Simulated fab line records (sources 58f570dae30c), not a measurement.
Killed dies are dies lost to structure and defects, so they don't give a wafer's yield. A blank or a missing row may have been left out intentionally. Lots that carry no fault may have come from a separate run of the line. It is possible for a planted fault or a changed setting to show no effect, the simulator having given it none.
The tool behind it: which one? + flow berkeley-cmos170 + 7 lots, 21 wafers sampled, at 2 steps of a route of 331

== WHAT EACH GAUGE READ, for each wafer ==
UCB170_PLDD_CD_MEAS_06 targets a cd of 1200 nm.
| lot  | measured     | on        | cd-nm (nm)           |
|------|--------------|-----------|----------------------|
| L701 | day 7 13:13  | cd-sem-01 | 1198.3 1197.0 1197.4 |
| L705 | day 8 01:57  | cd-sem-02 | 1198.7 1198.9 1199.5 |
| L707 | day 8 12:50  | cd-sem-02 | 1201.4 1200.3 1201.8 |
| L709 | day 8 22:16  | cd-sem-01 | 1199.2 1199.3 1199.7 |
| L712 | day 9 14:02  | cd-sem-02 | 1204.7 1202.7 1204.2 |
| L718 | day 10 11:45 | cd-sem-01 | 1201.2 1198.8 1198.1 |
| L721 | day 11 15:23 | cd-sem-02 | 1201.0 1201.8 1202.3 |

== WHAT TOOL EACH LOT RAN ON (gives the tool, then ch and the chambers of the sampled wafers, and finally the start) ==
| lot  | UCB170_PLDD_PEB_04                |
|------|-----------------------------------|
| L701 | litho-track-02 ch 0, day 7 12:57  |
| L705 | litho-track-02 ch 0, day 8 01:41  |
| L707 | litho-track-03 ch 0, day 8 12:34  |
| L709 | litho-track-02 ch 0, day 8 22:01  |
| L712 | litho-track-03 ch 0, day 9 13:47  |
| L718 | litho-track-02 ch 0, day 10 11:29 |
| L721 | litho-track-04 ch 0, day 11 15:07 |
- UCB170_PLDD_PEB_04

== THE ANSWER, worked out from the rows above alone ==
Rule: the usual values come from the lots themselves. The widest of any qualifying gaps counts: lots, ordered by their means at a reading, are off when they make up no more than a third of the lots, leave a main group of 4 or more, and stand apart from it by 3 or more times the standard deviation of that group's means. If all means in a main group match to the digits the tables above print for the reading, that group is not used. Also off: a lot with no number at a reading for which 4 or more lots have one. Any other lot the step has rows for is counted as sound.
No lot is off at any reading shown: from this, nothing can be told.

== WHAT WAS PUT IN BY THE SIMULATOR ==
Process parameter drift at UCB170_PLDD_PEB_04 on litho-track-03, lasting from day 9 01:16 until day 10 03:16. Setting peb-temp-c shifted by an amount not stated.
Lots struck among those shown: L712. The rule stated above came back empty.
